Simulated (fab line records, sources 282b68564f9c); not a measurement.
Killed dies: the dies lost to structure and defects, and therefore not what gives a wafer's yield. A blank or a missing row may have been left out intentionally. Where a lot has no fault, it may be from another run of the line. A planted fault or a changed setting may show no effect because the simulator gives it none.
What tool caused it?    flow rit_cmos    15 lots, 45 wafers sampled, at 1 step of a route of 202

## WHAT EACH GAUGE READ, for each wafer
No reading from a measuring or inspecting step in the record can be judged against a usual standard deviation.

## WHICH TOOL RAN EACH LOT (tool, then ch and the chambers of the sampled wafers, then the start)
lot   RIT_ACTIVE_ETCH_13
L498  rie_diel-03 ch 0,3, day 1 14:43
L499  rie_diel-01 ch 0,1, day 1 19:50
L500  rie_diel-02 ch 1,3, day 2 00:43
L501  rie_diel-03 ch 0,2,3, day 2 05:50
L502  rie_diel-01 ch 0,2,3, day 2 10:43
L503  rie_diel-01 ch 0,2,3, day 2 15:43
L504  rie_diel-03 ch 0,1,2, day 2 20:43
L508  rie_diel-01 ch 1,3, day 3 16:50
L509  rie_diel-01 ch 0,2,3, day 3 21:50
L510  rie_diel-03 ch 0,1,3, day 4 02:43
L512  rie_diel-01 ch 0,1,2, day 4 13:47
L514  rie_diel-03 ch 1,2,3, day 4 22:50
L515  rie_diel-02 ch 0,1,3, day 5 04:22
L518  rie_diel-03 ch 1,2,3, day 5 19:46
L521  rie_diel-03 ch 2,3, day 6 09:43
- RIT_ACTIVE_ETCH_13: etches Si3N4 in SF6, stops on SiO2, time 210 s, target depth 210 nm.

## AS READ BY THE TOOLS THEMSELVES (means over the sampled wafers that have a number; for cases with no such wafer, the mark the record gives instead)
RIT_ACTIVE_ETCH_13.
lot   tool         SF6_flow_sccm (sccm)  drypump_motor_current_A (A)  oes_product_au (a.u.)  rf_fwd_power_W (W)  throttle_valve_pct (%)
L498  rie_diel-03  200.0                 6.0                          0.818                  124.8               7.47
L499  rie_diel-01  199.6                 5.6                          0.818                  124.6               7.44
L500  rie_diel-02  199.7                 5.1                          0.805                  124.7               7.47
L501  rie_diel-03  200.4                 5.9                          0.817                  124.4               7.43
L502  rie_diel-01  199.5                 6.0                          0.811                  125.1               7.47
L503  rie_diel-01  200.2                 6.0                          0.818                  124.8               7.47
L504  rie_diel-03  200.1                 6.3                          0.829                  125.0               7.39
L508  rie_diel-01  199.9                 5.6                          0.826                  104.3               7.38
L509  rie_diel-01  199.9                 6.0                          0.806                  104.7               7.47
L510  rie_diel-03  200.1                 6.2                          0.817                  125.0               7.43
L512  rie_diel-01  199.8                 5.7                          0.807                  104.8               7.43
L514  rie_diel-03  200.2                 6.0                          0.821                  124.3               7.39
L515  rie_diel-02  200.3                 5.2                          0.813                  124.5               7.42
L518  rie_diel-03  200.8                 6.1                          0.811                  124.6               7.39
L521  rie_diel-03  199.4                 5.8                          0.816                  124.7               7.44

## THE ANSWER, worked out from the rows above alone
Rule: what is usual is taken from the lots themselves. The widest of any qualifying gaps counts: lots, ordered by their means at a reading, are off when they make up no more than a third of the lots, leave a main group of 4 or more, and stand apart from it by 3 or more times the standard deviation of that group's means. A main group is skipped when, at the precision printed for the reading in the tables above, its means are all equal. Also off: a lot with no number at a reading for which 4 or more lots have one. All remaining lots with rows at the step are treated as sound. After the gauges, taken in route order, come the tools' own readings; for these a lot's mean is taken, as printed above. At the first step where some lot is off, the reading lying furthest off is the one used; lots without a number count as furthest.
Off at RIT_ACTIVE_ETCH_13 (rf_fwd_power_W): L508, L509, L512. The main group: mean 124.7 W, standard deviation 0.24.
If a tool, at that step or one of the process steps before it, ran each lot that is off and ran no sound lot following the first of them, it fits. One fits: rie_diel-01 at RIT_ACTIVE_ETCH_13. Its last sound lot is L503 (day 2 15:43), its first lot that is off L508 (day 3 16:50): a fault that began between those two fits.
The tool's own readings at RIT_ACTIVE_ETCH_13 bear it out: on the lots that are off they differ by more than 5 times the standard deviation of the sound lots' means. rf_fwd_power_W reads 104.6 W there against 124.7 W on the sound lots.

## WHAT HAD BEEN PUT IN BY THE SIMULATOR
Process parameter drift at RIT_ACTIVE_ETCH_13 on rie_diel-01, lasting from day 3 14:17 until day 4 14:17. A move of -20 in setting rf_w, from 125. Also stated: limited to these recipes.
Lots struck among those shown: L508, L509, L512. Same finding as the rule above.
